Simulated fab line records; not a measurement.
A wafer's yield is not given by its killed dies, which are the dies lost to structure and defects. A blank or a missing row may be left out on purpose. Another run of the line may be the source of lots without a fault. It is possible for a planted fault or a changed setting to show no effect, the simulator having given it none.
fab line records | flow rit_cmos
[record] lots = 15 | wafers = 45 | last_day = 8
route steps=202 shown FOX2@26 M1@202
lots untouched by any fault: they come from a run of this same line in which no faults occurred
start_h: hours from the record's first day to the start of the lot's first wafer shown | wait_h: hours from the lot's prior step to this one | " the same as in the row above | L1.1+2: a single row standing in for several wafers | - either no value or no given start | * or withheld: withheld | < > ~ a bound
route shown NAME@n: names a module that has steps shown in the file, with the first one's number in the route | usual: mean/standard deviation of fault-free wafers | same: alike in all rows | chamber/n: place in a boat | sites: each site's reading | _std_site: standard deviation across them | _edge_site: mean of outer sites minus mean of inner sites | radius_mm: for every site, how far away it sits from the centre of the wafer | mask NAME#n: copy n | behind: the most recent tool/chamber to have shaped the wafer | hold: why the lot went on hold/how many hours it stayed there/how the hold came to an end | device: whichever transistor did not switch (one of n, p or np) | end of line: tests of these same wafers at the route's end | a step given without rows: its recipe and nothing more | killed: at the first sort, the dies lost to defects and structure; wafer yield is something else | map: a wafer's dies, marking killed ones x, the rest . and places with no die _
set.NAME: the setting the step ran with; set.NAME@STEP: the setting that earlier step ran with | model.NAME: the simulator's own value behind a step, which no gauge read
one table for each step of the route and one row for each wafer, over a sample of lots
services: the hour from which a tool's chamber was out of use, counted from the record's first day as start_h (under 0 if before that day), plus the number of hours and why
[[steps]]
[step RIT_FOX2_WET_ETCH_03]
[recipe] chemistry = H3PO4 | target = Si3N4 | target_depth_nm = 195 | temp_c = 165 | time_s = 2700
lot.wafer  | tool         | chamber | start_h | wait_h
L730.1+5+6 | wet_bench-01 | 3       | 21.26   | 0.0
L731.4+5+6 | wet_bench-04 | 1       | 26.44   | 0.0
L732.3+4+5 | wet_bench-01 | 3       | 31.42   | 0.0
L733.1+2+5 | wet_bench-02 | 3       | 36.11   | 0.0
L734.2+4+6 | wet_bench-01 | 0       | 40.80   | 0.0
L735.1+3+4 | wet_bench-01 | 1       | 47.23   | 0.0
L736.3+4+5 | wet_bench-01 | 2       | 55.70   | 0.0
L742.1+2+5 | wet_bench-04 | 1       | 84.61   | 0.0
L743.2+3+4 | wet_bench-04 | 1       | 90.82   | 0.0
L744.1+4+6 | wet_bench-04 | 0       | 92.38   | 0.0
L745.4+5+6 | wet_bench-02 | 2       | 96.95   | 0.0
L746.1+2+4 | wet_bench-04 | 0       | 103.87  | 0.0
L749.1+2+3 | wet_bench-04 | 2       | 115.34  | 0.0
L751.3+5+6 | wet_bench-01 | 0       | 126.98  | 0.0
L753.1+2+3 | wet_bench-01 | 0       | 136.18  | 0.0
[step RIT_M1_PROBE_99]
[usual] killed_at_M0_to_M3 = 0.0/0.12 | killed_at_contacts = 0.0/0.16 | killed_at_front_end = 7.5/2.8 | killed_dies = 7.6/2.9 | killed_on_rim = 2.1/1.4 | killed_open = 3.7/2 | killed_short = 3.8/2
[same] gross_dies = 264 | killed_at_M4_up = 0 | killed_at_back_side = 0 | killed_at_other = 0
lot.wafer | tool      | chamber | start_h | wait_h | killed_at_M0_to_M3 | killed_at_contacts | killed_at_front_end | killed_dies | killed_on_rim | killed_open | killed_short
L734.2    | prober-01 | -       | 90.67   | 0.1    | 0                  | 0                  | 22                  | 22          | 11            | 4           | 5
L734.4    | prober-01 | -       | 90.77   | 0.2    | 0                  | 0                  | 21                  | 21          | 9             | 2           | 4
L734.6    | prober-01 | -       | 90.87   | 0.2    | 0                  | 0                  | 20                  | 20          | 8             | 4           | 2
L735.1    | prober-02 | -       | 95.60   | 0.1    | 0                  | 0                  | 41                  | 41          | 4             | 7           | 5
L735.3    | prober-02 | -       | 95.70   | 0.2    | 0                  | 0                  | 30                  | 30          | 1             | 1           | 2
L735.4    | prober-02 | -       | 95.75   | 0.2    | 0                  | 0                  | 30                  | 30          | 0             | 0           | 1
L736.3    | prober-01 | -       | 100.95  | 0.2    | 0                  | 0                  | 27                  | 27          | 16            | 6           | 4
L736.4    | prober-01 | -       | 101.00  | 0.2    | 0                  | 0                  | 24                  | 24          | 9             | 5           | 2
L736.5    | prober-01 | -       | 101.05  | 0.2    | 0                  | 0                  | 20                  | 20          | 9             | 0           | 3
// killed by level:class
L734.2 FOX2:unspecified=13 GATE:geometric_particle:open=2 GATE:geometric_particle:short=2 REOX:geometric_particle:open=2 ACTIVE:geometric_particle:short=1 FOX1:geometric_particle:short=1 SILICIDE:geometric_particle:short=1
L734.4 FOX2:unspecified=15 GATE:geometric_particle:open=2 REOX:geometric_particle:short=2 SPACER:geometric_particle:short=2
L734.6 FOX2:unspecified=14 GATE:geometric_particle:open=2 FOX2:geometric_particle:short=1 GATE:geometric_particle:short=1 REOX:geometric_particle:open=1 SILICIDE:geometric_particle:open=1
L735.1 FOX2:unspecified=29 GATE:geometric_particle:open=4 FOX2:geometric_particle:open=2 SILICIDE:geometric_particle:short=2 FOX1:geometric_particle:short=1 FOX1:geometric_particle:open=1 GATE:geometric_particle:short=1 SPACER:geometric_particle:short=1
L735.3 FOX2:unspecified=27 GATE:geometric_particle:short=1 REOX:geometric_particle:short=1 SPACER:geometric_particle:open=1
L735.4 FOX2:unspecified=29 FOX1:geometric_particle:short=1
L736.3 FOX2:unspecified=17 FOX1:geometric_particle:open=3 GATE:geometric_particle:short=2 GATE:geometric_particle:open=1 REOX:geometric_particle:open=1 REOX:geometric_particle:short=1 SPACER:geometric_particle:open=1 SILICIDE:geometric_particle:short=1
L736.4 FOX2:unspecified=17 FOX1:geometric_particle:open=2 FOX1:geometric_particle:short=1 GATE:geometric_particle:open=1 REOX:geometric_particle:open=1 SPACER:geometric_particle:short=1 SILICIDE:geometric_particle:open=1
L736.5 FOX2:unspecified=17 GATE:geometric_particle:short=2 REOX:geometric_particle:short=1
[[services]]
tool         | chamber | start_h | hours | kind
wet_bench-01 | -       | 33.45   | 5.7   | repair
[[key]]
[first_sign] step = RIT_M1_PROBE_99 | reading = killed_at_front_end | direction = up | sigmas = 6.6 | usual = 7.5 | struck = 26.1
[effect] step = RIT_M1_PROBE_99 | reading = killed_dies | direction = up | sigmas = 6.5 | usual = 7.6 | struck = 26.1
met_at RIT_FOX2_WET_ETCH_03
struck_lots L734,L735,L736
tester_left_out L734,L735,L736
onset_between 31.42 40.80
[fault] kind = chamber_particle_source | tool = wet_bench-01 | chamber = - | onset_h = 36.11 | steps = RIT_FOX2_WET_ETCH_03 | rate_per_visit_cm2 = 0.61397 | end_h = 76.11
// tester_left_out: of these lots the tester's yield and bins aren't shown, on N5 and GAA mostly nor the transistor test; their killed dies are dies lost to structure and defects alone, not to doping, threshold or leakage, so they don't give the yield
